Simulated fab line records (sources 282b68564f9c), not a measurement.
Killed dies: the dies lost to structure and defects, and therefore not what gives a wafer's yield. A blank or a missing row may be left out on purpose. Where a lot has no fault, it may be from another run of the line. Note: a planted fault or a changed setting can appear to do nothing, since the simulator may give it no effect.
fab line records	flow rit_cmos
[record] lots = 13	wafers = 39	last_day = 7
route steps=202 shown GATE@83 M1@184
lots that met no fault: taken from a fault-free run of the same line
start_h: the number of hours between the record's first day and the start of the first shown wafer of the lot	wait_h: how many hours have passed since the lot's step before this one	" identical to the entry in the row above	L1.1+2: a row that stands for several wafers	- no value, or no start given	* or withheld: withheld	< > ~ a bound
route shown NAME@n: a module of which the file shows steps, and the number in the route of the first	usual: mean/standard deviation taken from wafers without a fault	same: alike in all rows	chamber/n: place in a boat	sites: per-site readings	_std_site: how widely they spread, as a standard deviation	_edge_site: inner sites' mean taken away from outer sites' mean	radius_mm: how far each site lies from the wafer's centre	mask NAME#n: copy n	behind: the most recent tool/chamber to have shaped the wafer	hold: reason for holding the lot/hours on hold/outcome of the hold	device: the transistor (n, p or np) that didn't switch	end of line: at the end of the route, the tests of the same wafers	where a step has no rows: the recipe by itself	killed: at the first sort, the dies lost to defects and structure; wafer yield is something else	map: shows each die of a wafer: x if killed, . if not, _ if none is there
set.NAME: the setting as run; set.NAME@STEP: as run at that earlier step	model.NAME: the simulator's own value behind a step, which no gauge read
route steps across a sampled set of lots; one table per step, one row per wafer
services: from which hour (start_h, from the record's first day; less than 0 if before it) a tool's chamber was out of use, for how many hours, and why
[[steps]]
[step RIT_GATE_THK_MEAS_07]
[recipe] reads = SiO2_of_GATE_OXIDATION_05
[usual] GATE_OXIDE_THK = 3.03/0.06
lot.wafer	tool	chamber	start_h	wait_h	GATE_OXIDE_THK[nm]
L745.2	film_metro-02	-	33.71	0.0	3.05
L745.3	"	-	"	"	3.10
L745.5	"	-	"	"	3.03
L746.3	film_metro-01	-	39.81	0.0	3.01
L746.5	"	-	"	"	3.03
L746.6	"	-	"	"	2.99
L747.1	film_metro-02	-	43.71	0.0	3.07
L747.4	"	-	"	"	3.03
L747.6	"	-	"	"	3.14
L748.1	film_metro-01	-	49.11	0.0	2.96
L748.5	"	-	"	"	2.99
L748.6	"	-	"	"	2.93
L749.4	film_metro-03	-	53.29	0.0	2.99
L749.5	"	-	"	"	3.05
L749.6	"	-	"	"	2.96
L750.1	film_metro-03	-	58.34	0.0	2.99
L750.2	"	-	"	"	3.02
L750.4	"	-	"	"	2.92
L754.1	film_metro-02	-	78.38	0.0	2.99
L754.4	"	-	"	"	3.12
L754.6	"	-	"	"	2.93
L758.1	film_metro-03	-	98.54	0.0	3.03
L758.5	"	-	"	"	2.98
L758.6	"	-	"	"	3.02
L760.3	film_metro-03	-	108.52	0.0	3.08
L760.4	"	-	"	"	3.07
L760.5	"	-	"	"	3.09
L762.3	film_metro-01	-	120.66	0.0	3.07
L762.4	"	-	"	"	3.02
L762.6	"	-	"	"	3.07
L764.3	film_metro-01	-	128.57	0.0	3.05
L764.5	"	-	"	"	3.10
L764.6	"	-	"	"	2.99
L767.1	film_metro-03	-	144.30	0.0	3.05
L767.4	"	-	"	"	2.95
L767.6	"	-	"	"	3.06
L768.3	film_metro-02	-	153.54	0.0	3.13
L768.4	"	-	"	"	3.09
L768.6	"	-	"	"	3.17
[step RIT_M1_SPUTTER_00]
[recipe] material = Al	target_thk_nm = 400	power_w = 2000	chamber_pressure_pa = 0.4	gas = Ar	time_s = 500	substrate_temp_c = 25
[usual] cathode_dc_power_W = 2000.0/0.35	throttle_valve_pct = 29.4/1.1
lot.wafer	tool	chamber	start_h	wait_h	cathode_dc_power_W	throttle_valve_pct
L745.2	pvd_sputter-04	-	52.69	0.0	1999.2	28.2
L745.3	"	-	"	"	1999.8	28.4
L745.5	"	-	"	"	1999.6	27.9
L746.3	pvd_sputter-02	-	58.47	0.0	2000.0	29.7
L746.5	"	-	"	"	1999.6	30.2
L746.6	"	-	"	"	1999.8	29.4
L747.1	pvd_sputter-04	-	62.51	0.0	1999.5	28.1
L747.4	"	-	"	"	1999.6	28.8
L747.6	"	-	"	"	2000.4	30.2
L748.1	pvd_sputter-02	-	67.90	0.0	2000.3	30.1
L748.5	"	-	"	"	2000.0	30.0
L748.6	"	-	"	"	1999.8	31.5
L749.4	pvd_sputter-04	-	72.01	0.0	1999.8	29.9
L749.5	"	-	"	"	1999.7	28.4
L749.6	"	-	"	"	2000.5	30.0
L750.1	pvd_sputter-02	-	78.27	0.0	2000.0	29.5
L750.2	"	-	"	"	1999.6	29.8
L750.4	"	-	"	"	2000.0	29.3
L754.1	pvd_sputter-02	-	98.56	0.0	2000.3	29.3
L754.4	"	-	"	"	2129.4	30.0
L754.6	"	-	"	"	2000.3	29.5
L758.1	pvd_sputter-04	-	118.82	0.0	2000.8	29.8
L758.5	"	-	"	"	2000.1	28.6
L758.6	"	-	"	"	2000.1	27.9
L760.3	pvd_sputter-04	-	127.32	0.0	1999.6	28.0
L760.4	"	-	"	"	2000.4	28.6
L760.5	"	-	"	"	1999.9	28.7
L762.3	pvd_sputter-04	-	139.00	0.0	1999.2	28.2
L762.4	"	-	"	"	1999.4	28.8
L762.6	"	-	"	"	2000.0	30.2
L764.3	pvd_sputter-04	-	147.12	0.0	2000.1	28.9
L764.5	"	-	"	"	1999.6	28.8
L764.6	"	-	"	"	1999.4	29.9
L767.1	pvd_sputter-04	-	164.97	0.0	2000.1	28.6
L767.4	"	-	"	"	2000.2	28.1
L767.6	"	-	"	"	2000.0	27.8
L768.3	pvd_sputter-02	-	172.57	0.0	2000.3	29.4
L768.4	"	-	"	"	1999.9	29.8
L768.6	"	-	"	"	1999.5	30.1
[step RIT_M1_RS_MEAS_01]
[recipe] thk_meas_gauge = four-point-probe	reads = Al_of_M1_SPUTTER_00
[usual] M1_AL_RS = 0.0735/0.0011
lot.wafer	tool	chamber	start_h	wait_h	M1_AL_RS[ohm/sq]
L745.2	film_metro-02	-	53.01	0.2	0.0725
L745.3	"	-	"	"	0.0723
L745.5	"	-	"	"	0.0741
L746.3	film_metro-03	-	58.80	0.2	0.0734
L746.5	"	-	"	"	0.0736
L746.6	"	-	"	"	0.0737
L747.1	film_metro-04	-	62.81	0.1	0.0729
L747.4	"	-	"	"	0.0715
L747.6	"	-	"	"	0.0734
L748.1	film_metro-02	-	68.20	0.1	0.0733
L748.5	"	-	"	"	0.0734
L748.6	"	-	"	"	0.0734
L749.4	film_metro-03	-	72.36	0.2	0.0735
L749.5	"	-	"	"	0.0720
L749.6	"	-	"	"	0.0738
L750.1	film_metro-04	-	78.57	0.1	0.0733
L750.2	"	-	"	"	0.0741
L750.4	"	-	"	"	0.0742
L754.1	film_metro-02	-	98.88	0.2	0.0746
L754.4	"	-	"	"	0.0696
L754.6	"	-	"	"	0.0738
L758.1	film_metro-03	-	119.12	0.1	0.0729
L758.5	"	-	"	"	0.0720
L758.6	"	-	"	"	0.0725
L760.3	film_metro-03	-	127.66	0.2	0.0730
L760.4	"	-	"	"	0.0715
L760.5	"	-	"	"	0.0719
L762.3	film_metro-02	-	139.34	0.2	0.0730
L762.4	"	-	"	"	0.0728
L762.6	"	-	"	"	0.0738
L764.3	film_metro-02	-	147.46	0.2	0.0711
L764.5	"	-	"	"	0.0715
L764.6	"	-	"	"	0.0724
L767.1	film_metro-03	-	165.26	0.1	0.0715
L767.4	"	-	"	"	0.0712
L767.6	"	-	"	"	0.0726
L768.3	film_metro-03	-	172.91	0.2	0.0742
L768.4	"	-	"	"	0.0735
L768.6	"	-	"	"	0.0732
[step RIT_M1_THK_MEAS_02]
[recipe] thk_meas_gauge = xrf	reads = Al_of_M1_SPUTTER_00
[usual] M1_AL_THK = 399/6.5
lot.wafer	tool	chamber	start_h	wait_h	M1_AL_THK[nm]
L745.2	film_metro-02	-	53.12	0.1	404
L745.3	"	-	"	"	406
L745.5	"	-	"	"	394
L746.3	film_metro-03	-	58.90	0.1	403
L746.5	"	-	"	"	400
L746.6	"	-	"	"	400
L747.1	film_metro-04	-	62.93	0.1	401
L747.4	"	-	"	"	411
L747.6	"	-	"	"	398
L748.1	film_metro-02	-	68.32	0.1	398
L748.5	"	-	"	"	395
L748.6	"	-	"	"	397
L749.4	film_metro-03	-	72.45	0.1	401
L749.5	"	-	"	"	409
L749.6	"	-	"	"	400
L750.1	film_metro-04	-	78.69	0.1	399
L750.2	"	-	"	"	395
L750.4	"	-	"	"	394
L754.1	film_metro-02	-	99.00	0.1	390
L754.4	"	-	"	"	419
L754.6	"	-	"	"	393
L758.1	film_metro-03	-	119.24	0.1	405
L758.5	"	-	"	"	413
L758.6	"	-	"	"	408
L760.3	film_metro-03	-	127.76	0.1	405
L760.4	"	-	"	"	412
L760.5	"	-	"	"	408
L762.3	film_metro-02	-	139.44	0.1	401
L762.4	"	-	"	"	402
L762.6	"	-	"	"	395
L764.3	film_metro-02	-	147.56	0.1	411
L764.5	"	-	"	"	409
L764.6	"	-	"	"	406
L767.1	film_metro-03	-	165.38	0.1	410
L767.4	"	-	"	"	413
L767.6	"	-	"	"	407
L768.3	film_metro-03	-	173.01	0.1	396
L768.4	"	-	"	"	398
L768.6	"	-	"	"	401
[step RIT_M1_CD_MEAS_09]
[recipe] target_cd_nm = 2600
[usual] cd_nm = 2599.7/2
lot.wafer	tool	chamber	start_h	wait_h	cd_nm
L745.2	cd_sem-02	-	54.07	-	2598.7
L745.3	"	-	"	"	2600.0
L745.5	"	-	"	"	2601.1
L746.3	cd_sem-02	-	59.86	-	2599.2
L746.5	"	-	"	"	2600.9
L746.6	"	-	"	"	2600.4
L747.1	cd_sem-02	-	63.87	-	2600.2
L747.4	"	-	"	"	2599.1
L747.6	"	-	"	"	2600.3
L748.1	cd_sem-02	-	69.38	-	2597.8
L748.5	"	-	"	"	2597.4
L748.6	"	-	"	"	2595.7
L749.4	cd_sem-02	-	73.42	-	2601.4
L749.5	"	-	"	"	2602.9
L749.6	"	-	"	"	2601.0
L750.1	cd_sem-01	-	79.84	-	2602.2
L750.2	"	-	"	"	2600.7
L750.4	"	-	"	"	2599.0
L754.1	cd_sem-02	-	99.94	-	2602.1
L754.4	"	-	"	"	2600.5
L754.6	"	-	"	"	2601.8
L758.1	cd_sem-02	-	120.30	-	2595.7
L758.5	"	-	"	"	2595.0
L758.6	"	-	"	"	2596.0
L760.3	cd_sem-02	-	128.84	-	2597.4
L760.4	"	-	"	"	2599.1
L760.5	"	-	"	"	2597.5
L762.3	cd_sem-01	-	140.40	-	2602.6
L762.4	"	-	"	"	2603.0
L762.6	"	-	"	"	2604.5
L764.3	cd_sem-02	-	148.64	-	2598.1
L764.5	"	-	"	"	2598.0
L764.6	"	-	"	"	2599.0
L767.1	cd_sem-02	-	166.32	-	2600.5
L767.4	"	-	"	"	2599.6
L767.6	"	-	"	"	2598.8
L768.3	cd_sem-02	-	173.97	-	2599.2
L768.4	"	-	"	"	2597.8
L768.6	"	-	"	"	2598.5
[step RIT_M1_BOW_MEAS_16]
[recipe] mode = bow
[usual] M1_BOW = 17/5.9
lot.wafer	tool	chamber	start_h	wait_h	M1_BOW[um]
L745.2	film_metro-03	-	56.61	0.0	11
L745.3	"	-	"	"	24
L745.5	"	-	"	"	16
L746.3	film_metro-03	-	62.40	0.0	12
L746.5	"	-	"	"	21
L746.6	"	-	"	"	22
L747.1	film_metro-03	-	66.41	0.0	9
L747.4	"	-	"	"	18
L747.6	"	-	"	"	17
L748.1	film_metro-04	-	71.92	0.0	12
L748.5	"	-	"	"	19
L748.6	"	-	"	"	16
L749.4	film_metro-03	-	75.98	0.1	13
L749.5	"	-	"	"	17
L749.6	"	-	"	"	27
L750.1	film_metro-02	-	82.39	0.0	1
L750.2	"	-	"	"	22
L750.4	"	-	"	"	15
L754.1	film_metro-03	-	102.48	0.0	12
L754.4	"	-	"	"	8
L754.6	"	-	"	"	22
L758.1	film_metro-03	-	122.85	0.0	13
L758.5	"	-	"	"	6
L758.6	"	-	"	"	1
L760.3	film_metro-02	-	131.38	0.0	28
L760.4	"	-	"	"	15
L760.5	"	-	"	"	11
L762.3	film_metro-04	-	143.10	0.0	21
L762.4	"	-	"	"	21
L762.6	"	-	"	"	15
L764.3	film_metro-04	-	151.39	0.0	22
L764.5	"	-	"	"	9
L764.6	"	-	"	"	22
L767.1	film_metro-02	-	169.02	0.0	28
L767.4	"	-	"	"	26
L767.6	"	-	"	"	27
L768.3	film_metro-04	-	176.98	0.0	11
L768.4	"	-	"	"	15
L768.6	"	-	"	"	16
[step RIT_M1_PROBE_99]
[usual] defect_limited_yield = 97.4/1.2	killed_at_contacts = 0.1/0.29	killed_at_front_end = 7/3	killed_dies = 7/3	killed_open = 3.5/2	killed_short = 3.4/2	sort_bin_3_pad_short = 0.1/0.19	sort_bin_5_function = 1.5/0.77	sort_bin_6_memory = 1.0/0.7	sort_n_pass = 257/3	sort_yield_pct = 97.4/1.2
[same] gross_dies = 264	killed_at_M0_to_M3 = 0	killed_at_M4_up = 0	killed_at_back_side = 0	killed_at_other = 0
lot.wafer	tool	chamber	start_h	wait_h	defect_limited_yield[%]	killed_at_contacts	killed_at_front_end	killed_dies	killed_open	killed_short	sort_bin_3_pad_short[%]	sort_bin_5_function[%]	sort_bin_6_memory[%]	sort_n_pass	sort_yield_pct[%]
L754.1	prober-02	-	102.60	0.1	97.3	0	7	7	4	3	0	1.9	0.8	257	97.3
L754.4	prober-02	-	102.75	0.2	97.3	0	7	7	2	5	0	1.5	1.1	257	97.3
L754.6	prober-02	-	102.85	0.2	97.7	1	5	6	2	4	0	1.5	0.8	258	97.7
L758.1	prober-02	-	122.97	0.1	93.9	0	16	16	6	10	0	2.7	3.4	248	93.9
L758.5	prober-02	-	123.17	0.2	97.3	1	6	7	3	4	0	1.5	1.1	257	97.3
L758.6	prober-02	-	123.22	0.2	97.7	0	6	6	3	3	0.4	1.5	0.4	258	97.7
L760.3	prober-02	-	131.56	0.2	99.2	0	2	2	0	2	0.4	0.4	0	262	99.2
L760.4	prober-02	-	131.61	0.2	98.1	0	5	5	1	4	0	1.5	0.4	259	98.1
L760.5	prober-02	-	131.66	0.2	99.2	0	2	2	1	1	0	0.4	0.4	262	99.2
L762.3	prober-02	-	143.28	0.2	98.5	0	4	4	3	1	0	0.8	0.8	260	98.5
L762.4	prober-02	-	143.33	0.2	97.3	1	6	7	3	4	0	2.3	0.4	257	97.3
L762.6	prober-02	-	143.43	0.2	96.6	0	9	9	7	2	0.4	1.9	1.1	255	96.6
// killed by level:class
L754.1 FOX2:geometric_particle:short=2 FOX2:geometric_particle:open=1 GATE:geometric_particle:open=1 REOX:geometric_particle:open=1 SILICIDE:geometric_particle:open=1 SILICIDE:geometric_particle:short=1
L754.4 SPACER:geometric_particle:short=3 FOX2:geometric_particle:open=2 FOX2:geometric_particle:short=1 REOX:geometric_particle:short=1
L754.6 GATE:geometric_particle:short=2 REOX:geometric_particle:short=1 SPACER:geometric_particle:short=1 SILICIDE:geometric_particle:open=1 CONTACT:geometric_particle:open=1
L758.1 GATE:geometric_particle:short=7 GATE:geometric_particle:open=3 REOX:geometric_particle:short=2 SPACER:geometric_particle:open=2 FOX2:geometric_particle:short=1 REOX:geometric_particle:open=1
L758.5 REOX:geometric_particle:short=2 FOX2:geometric_particle:short=1 GATE:geometric_particle:open=1 REOX:geometric_particle:open=1 SILICIDE:geometric_particle:open=1 CONTACT:geometric_particle:short=1
L758.6 REOX:geometric_particle:short=2 SPACER:geometric_particle:open=2 GATE:geometric_particle:short=1 GATE:geometric_particle:open=1
L760.3 GATE:geometric_particle:short=1 SILICIDE:geometric_particle:short=1
L760.4 SILICIDE:geometric_particle:short=2 FOX1:geometric_particle:short=1 GATE:geometric_particle:short=1 SPACER:geometric_particle:open=1
L760.5 SILICIDE:geometric_particle:short=1 SILICIDE:geometric_particle:open=1
L762.3 REOX:geometric_particle:open=3 GATE:geometric_particle:short=1
L762.4 GATE:geometric_particle:short=1 REOX:geometric_particle:short=1 REOX:geometric_particle:open=1 SPACER:geometric_particle:short=1 SILICIDE:geometric_particle:open=1 SILICIDE:geometric_particle:short=1 CONTACT:geometric_particle:open=1
L762.6 REOX:geometric_particle:open=3 SPACER:geometric_particle:open=2 GATE:geometric_particle:open=1 REOX:geometric_particle:short=1 SILICIDE:geometric_particle:open=1 SILICIDE:geometric_particle:short=1
[[services]]
tool	chamber	start_h	hours	kind
pvd_sputter-04	-	53.40	2.1	repair
pvd_sputter-02	-	90.81	4.8	repair
pvd_sputter-02	-	118.16	1.0	repair
[[key]]
[first_sign] step = RIT_M1_SPUTTER_00	reading = cathode_dc_power_W	direction = up	sigmas = 99+	usual = 2000.0	struck = 2129.4
[effect] step = RIT_M1_RS_MEAS_01	reading = M1_AL_RS	direction = down	sigmas = 3.7	usual = 0.0735	struck = 0.0696
[effect] step = RIT_M1_THK_MEAS_02	reading = M1_AL_THK	direction = up	sigmas = 3.1	usual = 399	struck = 419
met_at RIT_M1_SPUTTER_00
struck_lots L754
struck_wafers L754.4
not_acting_at RIT_GATE_THK_MEAS_07,RIT_M1_CD_MEAS_09,RIT_M1_BOW_MEAS_16
onset_between 78.27 98.56
[fault] kind = process_parameter_drift	tool = pvd_sputter-02	chamber = -	onset_h = 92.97	steps = RIT_M1_SPUTTER_00	channel = power_w	offset = 129.69	shape = step	end_h = 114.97	stated = 2000	scope = struck_wafers_only
